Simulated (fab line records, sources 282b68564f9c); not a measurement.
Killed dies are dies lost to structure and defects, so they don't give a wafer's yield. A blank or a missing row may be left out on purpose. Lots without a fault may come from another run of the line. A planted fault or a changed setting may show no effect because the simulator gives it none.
A struck lot beside a sound one | flow rit_cmos | 26 steps out of a route of 202
Sound: wafers L553.3, L553.4, L553.5. Struck: wafers L559.4, L559.5, L559.6. The cause comes at the end.
At each step with rows: each side's tool, then ch and its chambers, then its first start. Under that, the readings that differ: sound wafers | struck wafers | difference of the means | sigmas: that difference in standard deviations of wafers without a fault.
alike: readings whose means differ by less than 2 such deviations, and words and numbers that are the same on both sides. not compared: withheld readings, readings that some wafer has no value for, bounds like >300 that may hide the same value, and numbers for which the record gives no deviation and whose values overlap.
The two part at a step that has a row with sigmas, a row that says differs or no value, or rows on one side only. Numbers that don't overlap but have no deviation are shown without sigmas and don't part them. A reading that every wafer of one side lacks parts them only if that side has two wafers or more.

first, 1 step without rows for these wafers: RIT_WELLDRIVE_ANNEAL_00 (time 14700 s).
RIT_WELLDRIVE_RS_MEAS_01: measures by four-point-probe.
  sound on film_metro-01, day 3 12:13; struck on film_metro-04, day 4 18:30
  alike: NWELL_RS
RIT_WELLDRIVE_RS_MEAS_02: measures by four-point-probe.
  sound on film_metro-01, day 3 12:20; struck on film_metro-04, day 4 18:37
  reading           | sound             | struck            | difference | sigmas
  PWELL_RS (ohm/sq) | 430.2 430.3 429.7 | 427.6 426.6 428.1 | -2.6       | -2
then, 6 steps without rows for these wafers: RIT_NRETRO_HMDS_00 (prime time 60 s); RIT_NRETRO_COAT_01 (resist thk 1300 nm); RIT_NRETRO_SOFTBAKE_02 (time 60 s); RIT_NRETRO_EXPOSE_03 (exposes mask M4, target cd 43900 nm); RIT_NRETRO_PEB_04; RIT_NRETRO_DEVELOP_05 (develop time 68 s).
RIT_NRETRO_OVL_MEAS_06:
  sound on overlay-01, day 3 13:26; struck on overlay-02, day 4 19:42
  alike: NRETRO_OVL
then, 2 steps without rows for these wafers: RIT_NRETRO_HARDBAKE_07 (time 120 s); RIT_NRETRO_IMPLANT_08.
RIT_NRETRO_STRIP_09: strips in O2, time 180 s.
  sound on plasma_asher-02 ch 0,1, day 3 13:55; struck on plasma_asher-04 ch 0,1, day 4 20:11
  no value came back on the struck wafers for chamber_pressure_mTorr (mTorr), drypump_motor_current_A (A); on the sound wafers chamber_pressure_mTorr (mTorr) reads 3998 3994 4001
  reading                                     | sound | struck         | difference | sigmas
  model.NOVOLAK_of_NRETRO_COAT_01.thk_nm (nm) | 0 0 0 | 1141 1139 1139 | +1140      |
  not compared: rf_hours_counter_h
RIT_NRETRO_TW_MEAS_10:
  sound on film_metro-02, day 3 14:03; struck on film_metro-04, day 4 20:19
  reading   | sound          | struck         | difference | sigmas
  NRETRO_TW | 1019 1023 1023 | 1045 1056 1040 | +25        | +3
then, 6 steps without rows for these wafers: RIT_PRETRO_HMDS_00 (prime time 60 s); RIT_PRETRO_COAT_01 (resist thk 1300 nm); RIT_PRETRO_SOFTBAKE_02 (time 60 s); RIT_PRETRO_EXPOSE_03 (exposes mask M5, target cd 43700 nm); RIT_PRETRO_PEB_04; RIT_PRETRO_DEVELOP_05 (develop time 68 s).
RIT_PRETRO_OVL_MEAS_06:
  sound on overlay-02, day 3 14:59; struck on overlay-01, day 4 21:17
  alike: PRETRO_OVL
then, 2 steps without rows for these wafers: RIT_PRETRO_HARDBAKE_07 (time 120 s); RIT_PRETRO_IMPLANT_08.
RIT_PRETRO_STRIP_09: strips in O2, time 180 s.
  sound on plasma_asher-03 ch 0,1, day 3 15:28; struck on plasma_asher-03 ch 0,1, day 4 21:46
  alike: chamber_pressure_mTorr, drypump_motor_current_A
  not compared: rf_hours_counter_h
RIT_PRETRO_TW_MEAS_10:
  sound on film_metro-01, day 3 15:36; struck on film_metro-03, day 4 21:55
  reading   | sound       | struck   | difference | sigmas
  PRETRO_TW | 471 475 474 | 29 29 29 | -444       | -77
then, 1 step without rows for these wafers: RIT_GATE_WET_ETCH_00 (etches SiO2 in BOE, target depth 56 nm, time 60 s).

WHERE THEY PART
First at RIT_WELLDRIVE_RS_MEAS_02; last, within this record, at RIT_PRETRO_TW_MEAS_10.

WHY: what the simulator had put in
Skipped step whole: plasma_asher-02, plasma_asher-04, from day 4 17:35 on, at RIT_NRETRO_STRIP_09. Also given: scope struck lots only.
